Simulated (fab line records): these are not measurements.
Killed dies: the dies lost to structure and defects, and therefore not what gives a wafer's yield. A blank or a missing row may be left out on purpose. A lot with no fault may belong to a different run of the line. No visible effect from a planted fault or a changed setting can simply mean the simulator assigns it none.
What tool caused it? || flow berkeley_cmos170 || 7 lots, 21 wafers sampled, at 2 steps of a route of 331

## WHAT THE GAUGES READ, wafer by wafer
UCB170_NSD_CD_MEAS_06 targets a cd of 1200 nm.
{"lot": "L928", "measured": "day 6 19:33", "on": "cd_sem-02", "cd_nm (nm)": "1200.6 1200.0 1200.7"}
{"lot": "L929", "measured": "day 7 00:23", "on": "cd_sem-02", "cd_nm (nm)": "1201.8 1201.8 1200.9"}
{"lot": "L933", "measured": "day 7 17:23", "on": "cd_sem-01", "cd_nm (nm)": "1200.5 1199.8 1201.1"}
{"lot": "L934", "measured": "day 8 15:14", "on": "cd_sem-02", "cd_nm (nm)": "1200.9 1200.5 1201.1"}
{"lot": "L937", "measured": "day 9 01:09", "on": "cd_sem-02", "cd_nm (nm)": "1200.3 1200.5 1199.1"}
{"lot": "L938", "measured": "day 9 18:01", "on": "cd_sem-01", "cd_nm (nm)": "1203.2 1209.3 1215.0"}
{"lot": "L948", "measured": "day 11 08:58", "on": "cd_sem-01", "cd_nm (nm)": "1201.9 1202.5 1203.2"}

## TOOL THAT RAN EACH LOT (tool first, then ch and the chambers of the sampled wafers, then the start)
{"lot": "L928", "UCB170_NSD_EXPOSE_03": "krf_scanner-02 ch 0, day 6 19:05"}
{"lot": "L929", "UCB170_NSD_EXPOSE_03": "krf_scanner-01 ch 0, day 6 23:58"}
{"lot": "L933", "UCB170_NSD_EXPOSE_03": "krf_scanner-02 ch 0, day 7 16:59"}
{"lot": "L934", "UCB170_NSD_EXPOSE_03": "krf_scanner-02 ch 0, day 8 14:50"}
{"lot": "L937", "UCB170_NSD_EXPOSE_03": "krf_scanner-02 ch 0, day 9 00:45"}
{"lot": "L938", "UCB170_NSD_EXPOSE_03": "krf_scanner-01 ch 0, day 9 17:32"}
{"lot": "L948", "UCB170_NSD_EXPOSE_03": "krf_scanner-02 ch 0, day 11 08:34"}
- UCB170_NSD_EXPOSE_03: exposes mask NSELECT MOD, target cd 1200 nm.

## THE ANSWER, worked out from the rows above alone
Rule: the lots themselves supply what counts as usual. The widest of any qualifying gaps counts: lots, ordered by their means at a reading, are off when they make up no more than a third of the lots, leave a main group of 4 or more, and stand apart from it by 3 or more times the standard deviation of that group's means. A main group whose means are all the same, to the digits that the tables above print for the reading, isn't used. Also off: a lot with no number at a reading for which 4 or more lots have one. The other lots that the step has rows for count as sound.
Off: L938, at UCB170_NSD_CD_MEAS_06 (cd_nm). For the main group the mean is 1201.0 nm and the standard deviation 0.85.
A tool fits if, at a process step before that reading, it ran every lot that is off, and no sound lot after the first of them. Gauges at UCB170_NSD_CD_MEAS_06: tried the same way as those tools. One fits: krf_scanner-01 at UCB170_NSD_EXPOSE_03. A fault onset in the window from L929 (day 6 23:58, its last sound lot) to L938 (day 9 17:32, its first lot off) fits.

## WHAT WAS PUT IN BY THE SIMULATOR
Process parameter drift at UCB170_NSD_EXPOSE_03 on krf_scanner-01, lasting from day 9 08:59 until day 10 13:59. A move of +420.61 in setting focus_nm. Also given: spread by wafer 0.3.
Shown lots that were struck: L938. The rule above reached the same finding.
